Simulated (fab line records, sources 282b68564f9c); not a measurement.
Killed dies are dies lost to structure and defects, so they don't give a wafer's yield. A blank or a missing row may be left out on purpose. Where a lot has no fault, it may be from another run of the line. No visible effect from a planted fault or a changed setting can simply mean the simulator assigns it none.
Which tool was responsible? | flow rit_cmos | 42 wafers from 14 lots sampled at 2 of the route's 202 steps

## WHAT THE GAUGES READ, wafer by wafer
RIT_CONTACT_THK_MEAS_01. Usual: CONTACT_TEOS_THK 402 nm, standard deviation 5.4.
lot  | measured    | on            | CONTACT_TEOS_THK (nm) | flag
L535 | day 3 03:48 | film_metro-01 | 401 403 407           |
L536 | day 3 08:04 | film_metro-02 | 390 399 403           |
L537 | day 3 12:23 | film_metro-01 | 403 406 412           |
L543 | day 4 20:24 | film_metro-01 | 407 405 403           |
L544 | day 5 04:06 | film_metro-02 | 407 403 409           |
L545 | day 5 06:45 | film_metro-01 | 397 395 405           |
L546 | day 5 13:55 | film_metro-01 | 395 400 406           |
L547 | day 5 20:41 | film_metro-02 | 396 395 402           |
L549 | day 6 01:50 | film_metro-04 | 402 402 402           |
L550 | day 6 10:04 | film_metro-04 | 400 397 404           |
L553 | day 6 21:24 | film_metro-02 | 196 202 201           | OFF
L556 | day 7 12:12 | film_metro-04 | 206 202 209           | OFF
L557 | day 7 17:23 | film_metro-01 | 394 404 409           |
L558 | day 7 21:53 | film_metro-01 | 396 395 397           |

## WHAT TOOL EACH LOT RAN ON (gives the tool, then ch and the chambers of the sampled wafers, and finally the start)
lot  | RIT_CONTACT_CVD_00
L535 | pecvd-01 ch 0,1,2, day 3 03:45
L536 | pecvd-03 ch 0,1,2, day 3 08:01
L537 | pecvd-04 ch 0,1,2, day 3 12:19
L543 | pecvd-03 ch 0,1,2, day 4 20:21
L544 | pecvd-01 ch 0,1,2, day 5 04:03
L545 | pecvd-04 ch 0,1,2, day 5 06:42
L546 | pecvd-03 ch 0,2, day 5 13:52
L547 | pecvd-01 ch 0,2, day 5 20:38
L549 | pecvd-04 ch 0,1,2, day 6 01:47
L550 | pecvd-01 ch 0,1,2, day 6 10:01
L553 | pecvd-01 ch 0,2, day 6 21:20
L556 | pecvd-01 ch 0,2, day 7 12:08
L557 | pecvd-04 ch 0,2, day 7 17:19
L558 | pecvd-03 ch 0,2, day 7 21:49
- RIT_CONTACT_CVD_00: deposits SiO2 from TEOS, target thk 400 nm, time 61 s.

## WHAT THE TOOLS THEMSELVES READ (means of the sampled wafers that have a number; where no wafer has one, the mark that the record gives instead)
RIT_CONTACT_CVD_00. Usual: heater_power_w 311 W, standard deviation 51.
lot  | tool     | heater_power_w (W) | flag
L535 | pecvd-01 | 287                |
L536 | pecvd-03 | 271                |
L537 | pecvd-04 | 325                |
L543 | pecvd-03 | 318                |
L544 | pecvd-01 | 311                |
L545 | pecvd-04 | 337                |
L546 | pecvd-03 | 321                |
L547 | pecvd-01 | 289                |
L549 | pecvd-04 | 338                |
L550 | pecvd-01 | 312                |
L553 | pecvd-01 | 317                |
L556 | pecvd-01 | 334                |
L557 | pecvd-04 | 295                |
L558 | pecvd-03 | 337                |

## THE ANSWER, worked out from the rows above alone
Rule: a lot counts as off when the mean over its wafers that have a number is more than 3 standard deviations away from the usual mean. A lot without any number at a reading at which 4 lots or more have one is off too. The other lots that the step has rows for count as sound. Order of review: gauges by route order, followed by the tools' own readings, for which a lot's mean as printed above is used. The first step at which some lot is off is used, and at that step the reading that is off furthest; a lot without a number counts as furthest.
Off: at RIT_CONTACT_THK_MEAS_01 (CONTACT_TEOS_THK), L553, L556.
If a tool, at a process step before that reading, ran all the lots that are off and no sound lot after the first of them, it fits. Those tools and the gauges at RIT_CONTACT_THK_MEAS_01 are tried in the same way. One candidate fits, namely pecvd-01 at RIT_CONTACT_CVD_00. A fault onset in the window from L550 (day 6 10:01, its last sound lot) to L553 (day 6 21:20, its first lot off) fits.

## WHAT HAD BEEN PUT IN BY THE SIMULATOR
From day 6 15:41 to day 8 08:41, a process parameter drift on pecvd-01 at RIT_CONTACT_CVD_00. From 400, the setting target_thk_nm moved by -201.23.
Shown lots that were struck: L553, L556. This agrees with what the rule above found.
